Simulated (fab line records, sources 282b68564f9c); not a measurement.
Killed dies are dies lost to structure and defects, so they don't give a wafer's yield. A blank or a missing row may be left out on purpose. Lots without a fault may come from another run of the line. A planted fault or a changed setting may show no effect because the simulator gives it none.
Which tool did it? | flow rit_cmos | 13 lots, 39 wafers sampled, at 1 step of a route of 202

WHAT THE GAUGES READ, wafer by wafer
RIT_FOX1_THK_MEAS_01. Usual: FOX1_OXIDE_THK 347 nm, standard deviation 7.7.
lot  | measured    | on            | FOX1_OXIDE_THK (nm) | flag
L138 | day 1 18:05 | film_metro-04 | 345 356 352         |
L139 | day 2 01:50 | film_metro-01 | 328 341 334         |
L140 | day 2 06:05 | film_metro-04 | 348 355 352         |
L141 | day 2 09:57 | film_metro-04 | 351 354 357         |
L142 | day 2 17:33 | film_metro-04 | 350 351 356         |
L143 | day 2 23:23 | film_metro-04 | 343 339 343         |
L144 | day 3 02:08 | film_metro-04 | 344 341 340         |
L145 | day 3 06:44 | film_metro-04 | 366 363 360         |
L150 | day 4 07:48 | film_metro-01 | 339 342 342         |
L155 | day 5 11:11 | film_metro-01 | 353 353 356         |
L156 | day 5 12:22 | film_metro-01 | 352 350 353         |
L159 | day 6 03:20 | film_metro-01 | 336 332 333         |
L160 | day 6 09:25 | film_metro-04 | 354 349 351         |

WHICH TOOL RAN EACH LOT (tool, then ch and the chambers of the sampled wafers, then the start)
The record holds no process step before these readings.

WHAT THE TOOLS THEMSELVES READ (means of the sampled wafers that have a number; where no wafer has one, the mark that the record gives instead)
The record holds no such reading with a usual standard deviation.

THE ANSWER, worked out from the rows above alone
Rule: a lot is off if the mean of its wafers that have a number lies more than 3 standard deviations from the usual mean. A lot without any number at a reading at which 4 lots or more have one is off too. The other lots that the step has rows for count as sound. The gauges are gone through in route order, then the tools' own readings, and for those a lot's mean is taken as printed above. The first step at which some lot is off is used, and at that step the reading that is off furthest; a lot without a number counts as furthest.
No lot is off at any reading shown: from this, nothing can be told.

WHAT THE SIMULATOR HAD PUT IN
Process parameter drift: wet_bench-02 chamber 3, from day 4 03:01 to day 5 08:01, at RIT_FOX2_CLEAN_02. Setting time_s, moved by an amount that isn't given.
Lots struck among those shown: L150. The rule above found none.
